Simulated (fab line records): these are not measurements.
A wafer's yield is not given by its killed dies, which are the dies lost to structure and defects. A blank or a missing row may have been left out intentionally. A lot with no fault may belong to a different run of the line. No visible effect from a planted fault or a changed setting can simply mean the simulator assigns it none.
Which tool was responsible? + flow ritCmos + 42 wafers from 14 lots sampled at 2 of the route's 202 steps

WHAT THE GAUGES READ, wafer by wafer
RIT_PRETRO_TW_MEAS_10.
| lot  | measured    | on           | PRETRO_TW         |
|------|-------------|--------------|-------------------|
| L127 | day 2 10:47 | filmMetro-04 | 478.6 481.3 479.3 |
| L128 | day 2 18:31 | filmMetro-04 | 482.3 483.1 481.0 |
| L129 | day 3 01:31 | filmMetro-04 | 483.5 482.9 483.0 |
| L130 | day 3 04:15 | filmMetro-04 | 482.6 481.2 483.0 |
| L132 | day 3 16:18 | filmMetro-04 | 482.8 482.8 482.1 |
| L133 | day 3 19:04 | filmMetro-01 | 476.3 477.7 474.2 |
| L134 | day 4 01:08 | filmMetro-01 | 482.8 480.2 483.0 |
| L137 | day 4 16:31 | filmMetro-04 | 485.9 482.9 481.1 |
| L138 | day 4 19:00 | filmMetro-04 | 485.1 483.2 482.6 |
| L140 | day 5 04:41 | filmMetro-04 | 479.0 483.2 482.4 |
| L145 | day 6 04:07 | filmMetro-04 | 480.8 479.5 482.3 |
| L146 | day 6 07:56 | filmMetro-04 | 502.9 503.7 506.7 |
| L147 | day 6 15:03 | filmMetro-04 | 502.3 504.8 505.0 |
| L149 | day 7 01:03 | filmMetro-04 | 478.3 478.3 478.3 |

WHAT TOOL EACH LOT RAN ON (gives the tool, then ch and the chambers of the sampled wafers, and finally the start)
| lot  | RIT_PRETRO_IMPLANT_08          |
|------|--------------------------------|
| L127 | implanter-04 ch 0, day 2 10:28 |
| L128 | implanter-03 ch 0, day 2 18:11 |
| L129 | implanter-03 ch 0, day 3 01:11 |
| L130 | implanter-03 ch 0, day 3 03:56 |
| L132 | implanter-03 ch 0, day 3 16:01 |
| L133 | implanter-02 ch 0, day 3 18:44 |
| L134 | implanter-02 ch 0, day 4 00:50 |
| L137 | implanter-04 ch 0, day 4 16:11 |
| L138 | implanter-02 ch 0, day 4 18:41 |
| L140 | implanter-04 ch 0, day 5 04:23 |
| L145 | implanter-03 ch 0, day 6 03:48 |
| L146 | implanter-04 ch 0, day 6 07:37 |
| L147 | implanter-04 ch 0, day 6 14:46 |
| L149 | implanter-02 ch 0, day 7 00:45 |
- RIT_PRETRO_IMPLANT_08

WHAT THE TOOLS THEMSELVES READ (means of the sampled wafers that have a number; where no wafer has one, the mark that the record gives instead)
RIT_PRETRO_IMPLANT_08.
| lot  | tool         | beamEnergyKeV |
|------|--------------|---------------|
| L127 | implanter-04 | 45.022        |
| L128 | implanter-03 | 44.989        |
| L129 | implanter-03 | 45.003        |
| L130 | implanter-03 | 44.993        |
| L132 | implanter-03 | 45.014        |
| L133 | implanter-02 | 44.991        |
| L134 | implanter-02 | 45.001        |
| L137 | implanter-04 | 45.012        |
| L138 | implanter-02 | 44.977        |
| L140 | implanter-04 | 45.016        |
| L145 | implanter-03 | 44.984        |
| L146 | implanter-04 | 60.748        |
| L147 | implanter-04 | 60.749        |
| L149 | implanter-02 | 45.029        |

THE ANSWER, worked out from the rows above alone
Rule: what is usual is taken from the lots themselves. Put in order of their means at a reading, lots are off if they are a third of the lots or fewer, leave a main group of 4 or more, and stand apart from it by a gap of 3 or more times the standard deviation of the main group's means; of several such gaps the widest counts. The tables above print the reading to a certain number of digits; a main group whose means all agree to those digits is not used. Also off: a lot with no number at a reading for which 4 or more lots have one. The other lots that the step has rows for count as sound. After the gauges, taken in route order, come the tools' own readings; for these a lot's mean is taken, as printed above. The first step at which some lot is off is used, and at that step the reading that is off furthest; a lot without a number counts as furthest.
Off: L146, L147, seen at RIT_PRETRO_TW_MEAS_10 (PRETRO_TW). The main group: mean 481.3, standard deviation 2.2.
If a tool, at a process step before that reading, ran all the lots that are off and no sound lot after the first of them, it fits. Not tried: the gauges at RIT_PRETRO_TW_MEAS_10; whatever is off there is also off at RIT_PRETRO_IMPLANT_08, on other tools, and gauge error can't account for it. One fits: RIT_PRETRO_IMPLANT_08 on implanter-04. Its last sound lot is L140 (day 5 04:23), its first lot that is off L146 (day 6 07:37): a fault that began between those two fits.
The tool's own readings at RIT_PRETRO_IMPLANT_08 bear it out: on the lots that are off they differ by more than 5 times the standard deviation of the sound lots' means. beamEnergyKeV reads 60.748 there against 45.003 on the sound lots.

WHAT THE SIMULATOR PUT IN
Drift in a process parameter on implanter-04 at RIT_PRETRO_IMPLANT_08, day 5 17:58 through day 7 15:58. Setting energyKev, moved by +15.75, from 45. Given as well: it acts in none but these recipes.
Struck lots among those shown: L146, L147. This agrees with what the rule above found.
